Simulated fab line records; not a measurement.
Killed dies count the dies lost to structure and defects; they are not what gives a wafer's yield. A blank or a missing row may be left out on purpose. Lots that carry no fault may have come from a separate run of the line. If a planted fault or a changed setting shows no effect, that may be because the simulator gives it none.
Matching of chambers / flow berkeley cmos170 / UCB170_V1_CMP_02 on cmp-02: 4 sister chambers
The step polishes SiO2. 7 wafers are shown with their chamber, then 8 later ones without.

## WAFERS WITH THEIR CHAMBER
wafer=L147.3; chamber=0; motor current A (A)=14.1; retaining ring pressure frac=1.014
wafer=L151.2; chamber=1; motor current A (A)=16.3; retaining ring pressure frac=1.008
wafer=L158.3; chamber=2; motor current A (A)=15.7; retaining ring pressure frac=1.013
wafer=L160.1; chamber=2; motor current A (A)=15.9; retaining ring pressure frac=0.998
wafer=L160.2; chamber=0; motor current A (A)=13.6; retaining ring pressure frac=1.003
wafer=L160.5; chamber=3; motor current A (A)=18.4; retaining ring pressure frac=1.007
wafer=L161.2; chamber=3; motor current A (A)=16.6; retaining ring pressure frac=1.001

## WAFERS MISSING THEIR CHAMBER
wafer=L161.3; motor current A (A)=15.4; retaining ring pressure frac=1.000
wafer=L161.5; motor current A (A)=15.6; retaining ring pressure frac=0.994
wafer=L164.3; motor current A (A)=16.1; retaining ring pressure frac=0.994
wafer=L164.4; motor current A (A)=16.0; retaining ring pressure frac=1.005
wafer=L164.6; motor current A (A)=17.5; retaining ring pressure frac=1.001
wafer=L166.2; motor current A (A)=14.3; retaining ring pressure frac=0.996
wafer=L166.3; motor current A (A)=16.0; retaining ring pressure frac=1.006
wafer=L166.4; motor current A (A)=16.2; retaining ring pressure frac=1.007

## EACH ONE'S CHAMBER
wafer=L161.3; from the rows above=can't be placed: 2 or 1 or 0 or 3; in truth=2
wafer=L161.5; from the rows above=can't be placed: 2 or 1 or 3 or 0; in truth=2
wafer=L164.3; from the rows above=can't be placed: 2 or 1 or 3 or 0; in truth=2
wafer=L164.4; from the rows above=can't be placed: 2 or 1 or 3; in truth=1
wafer=L164.6; from the rows above=can't be placed: 3 or 1 or 2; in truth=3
wafer=L166.2; from the rows above=can't be placed: 0 or 2 or 1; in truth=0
wafer=L166.3; from the rows above=can't be placed: 2 or 1 or 3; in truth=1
wafer=L166.4; from the rows above=can't be placed: 1 or 2 or 3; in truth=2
Correctly placed: 0 of 8. From these rows, 8 cannot be placed; in 8 the true chamber is one of the candidates. Placed wrongly: 0.
How it was worked out, from the rows above alone: a wafer's distance from a chamber is the root of the sum, over the readings, of the square of ((its reading less the chamber's mean) divided by the reading's scatter). The wafer belongs to the nearest chamber; if the next one is less than 2 further off, it can't be placed. For every chamber, the mean is computed from those of its wafers that are shown. The scatter: take each reading less its chamber's mean, square it, sum over the shown wafers, divide by the number of wafers less the number of chambers, and take the root.
